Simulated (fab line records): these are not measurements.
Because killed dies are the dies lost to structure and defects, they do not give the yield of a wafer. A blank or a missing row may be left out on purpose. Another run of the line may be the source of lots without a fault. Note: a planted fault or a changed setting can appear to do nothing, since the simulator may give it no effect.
Which tool is to blame? ; flow rit cmos ; 7 lots with 21 wafers sampled at 2 steps, on a route of 202 steps

== WHAT THE GAUGES SHOWED, per wafer ==
RIT_PRETRO_TW_MEAS_10.
lot;measured;on;PRETRO_TW
L456;day 2 20:29;film metro-03;476 474 473
L459;day 3 09:55;film metro-02;473 474 473
L461;day 3 21:57;film metro-02;468 469 471
L463;day 4 08:48;film metro-01;481 481 482
L466;day 4 22:20;film metro-01;483 482 482
L468;day 5 06:31;film metro-01;511 510 511
L470;day 5 17:32;film metro-02;473 473 475

== EACH LOT AND THE TOOL THAT RAN IT (in order: tool; ch and the chambers of the sampled wafers; start) ==
lot;RIT_PRETRO_IMPLANT_08
L456;implanter-02 ch 0, day 2 20:11
L459;implanter-02 ch 0, day 3 09:35
L461;implanter-01 ch 0, day 3 21:38
L463;implanter-01 ch 0, day 4 08:29
L466;implanter-01 ch 0, day 4 22:01
L468;implanter-01 ch 0, day 5 06:12
L470;implanter-04 ch 0, day 5 17:13
- RIT_PRETRO_IMPLANT_08

== THE ANSWER, worked out from the rows above alone ==
Rule: usual is defined by the lots themselves. The widest of any qualifying gaps counts: lots, ordered by their means at a reading, are off when they make up no more than a third of the lots, leave a main group of 4 or more, and stand apart from it by 3 or more times the standard deviation of that group's means. A main group whose means are all the same, to the digits that the tables above print for the reading, isn't used. Also off: a lot with no number at a reading for which 4 or more lots have one. All remaining lots with rows at the step are treated as sound.
Off: L468, seen at RIT_PRETRO_TW_MEAS_10 (PRETRO_TW). The main group: mean 476, standard deviation 4.6.
A tool fits if, at a process step before that reading, it ran every lot that is off, and no sound lot after the first of them. Gauges at RIT_PRETRO_TW_MEAS_10: tried the same way as those tools. Undecided on this evidence; 2 tools fit (implanter-01 at RIT_PRETRO_IMPLANT_08, film metro-01 at RIT_PRETRO_TW_MEAS_10).

== WHAT WAS PUT IN BY THE SIMULATOR ==
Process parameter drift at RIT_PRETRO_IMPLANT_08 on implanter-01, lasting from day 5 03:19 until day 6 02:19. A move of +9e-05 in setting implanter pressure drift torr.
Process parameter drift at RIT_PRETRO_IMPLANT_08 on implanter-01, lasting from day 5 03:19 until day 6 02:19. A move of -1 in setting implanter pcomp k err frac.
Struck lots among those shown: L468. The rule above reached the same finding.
